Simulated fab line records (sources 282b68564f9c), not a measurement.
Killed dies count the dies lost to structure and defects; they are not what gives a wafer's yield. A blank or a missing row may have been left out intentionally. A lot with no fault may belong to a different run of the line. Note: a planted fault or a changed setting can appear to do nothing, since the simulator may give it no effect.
Struck lot and sound lot, side by side || flow rit cmos || 15 out of 202 route steps
Sound: these wafers, L247.2, L247.4, L247.6. Struck: wafers L254.3, L254.5, L254.6. Last of all comes the cause.
At each step with rows: each side's tool, then ch and its chambers, then its first start. Under that, the readings that differ: sound wafers || struck wafers || difference of the means || sigmas: that difference in standard deviations of wafers without a fault.
alike: words and numbers the same on both sides, and readings whose means are apart by under 2 such deviations; not compared: readings that were withheld, readings missing a value for some wafer, numbers with overlapping values and no deviation given by the record, and bounds like >300 which may hide the same value.
Wherever a step has rows on one side only, a row that says differs or no value, or a row with sigmas, the two part there. Numbers that have no deviation but don't overlap get no sigmas and don't part them. A reading that every wafer of one side lacks parts them only if that side has two wafers or more.

RIT_ACTIVE_ETCH_13: etches Si3N4 in SF6, stops on SiO2, time 210 s, target depth 210 nm.
  sound on rie diel-03 ch 0,3, day 2 10:43; struck on rie diel-04 ch 0,2,3, day 3 22:16
  alike: drypump motor current A, oes product au, run length s, throttle valve pct
  not compared: rf hours counter h
RIT_ACTIVE_STRIP_14: strips in O2, time 180 s.
  sound on plasma asher-02 ch 0,1, day 2 10:50; struck on plasma asher-03 ch 0,1, day 3 22:27
  alike: drypump motor current A
  not compared: rf hours counter h
RIT_ACTIVE_CD_MEAS_90: target cd 1400 nm.
  sound: cd sem-02 at day 2 11:02; struck: cd sem-02 at day 3 22:37
  alike: cd nm
then, 4 steps without rows for these wafers: RIT_ACTIVE_CLEAN_15 (cleans in SC1, time 600 s); RIT_ACTIVE_CLEAN_16 (cleans in dHF, time 30 s); RIT_ACTIVE_CLEAN_17 (cleans in SC2, time 600 s); RIT_FOX1_OXIDATION_00 (target thk 350.7 nm, ox time 1130 s).
RIT_FOX1_THK_MEAS_01:
  sound: film metro-04 at day 2 14:47; struck: film metro-02 at day 4 03:41
  alike: FOX1_OXIDE_THK
then, 2 steps without rows for these wafers: RIT_FOX1_WET_ETCH_02 (etches SiO2 in BOE, target depth 350 nm, time 390 s); RIT_FOX2_OXIDATION_00 (target thk 350.7 nm, ox time 1130 s).
RIT_FOX2_THK_MEAS_01:
  sound: film metro-02 at day 2 17:16; struck: film metro-04 at day 4 07:11
  alike: FOX2_OXIDE_THK
then, 1 step without rows for these wafers: RIT_FOX2_CLEAN_02 (cleans in dHF, time 171.4 s).
RIT_FOX2_WET_ETCH_03: etches Si3N4 in H3PO4, target depth 195 nm, time 2700 s.
  sound on wet bench-04 ch 3, day 2 17:26; struck on wet bench-04 ch 1, day 4 07:17
{"reading": "run length s (s)", "sound": "2731 2731 2731", "struck": "5424 5424 5424", "difference": "+2693", "sigmas": "+99 or more"}
{"reading": "model.SiO2_of_ACTIVE_OXIDATION_01.thk nm (nm)", "sound": "40.13 40.49 40.51", "struck": "36.58 34.74 36.33", "difference": -4.49, "sigmas": ""}
  alike: bath heat duty pct
RIT_FOX2_THK_MEAS_90:
  sound: film metro-02 at day 2 18:16; struck: film metro-02 at day 4 08:04
  alike: FIELD_OXIDE_LEFT_1_THK
RIT_M1_PROBE_99:
  rows exist in the record for the struck wafers here (prober-01, day 6 00:02), but not for the sound ones

WHERE THEY PART
Earliest at RIT_FOX2_WET_ETCH_03; latest, in this record, at RIT_M1_PROBE_99.

WHY: what the simulator had put in
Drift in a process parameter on wet bench-04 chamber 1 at RIT_FOX2_WET_ETCH_03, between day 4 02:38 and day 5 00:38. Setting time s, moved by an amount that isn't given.
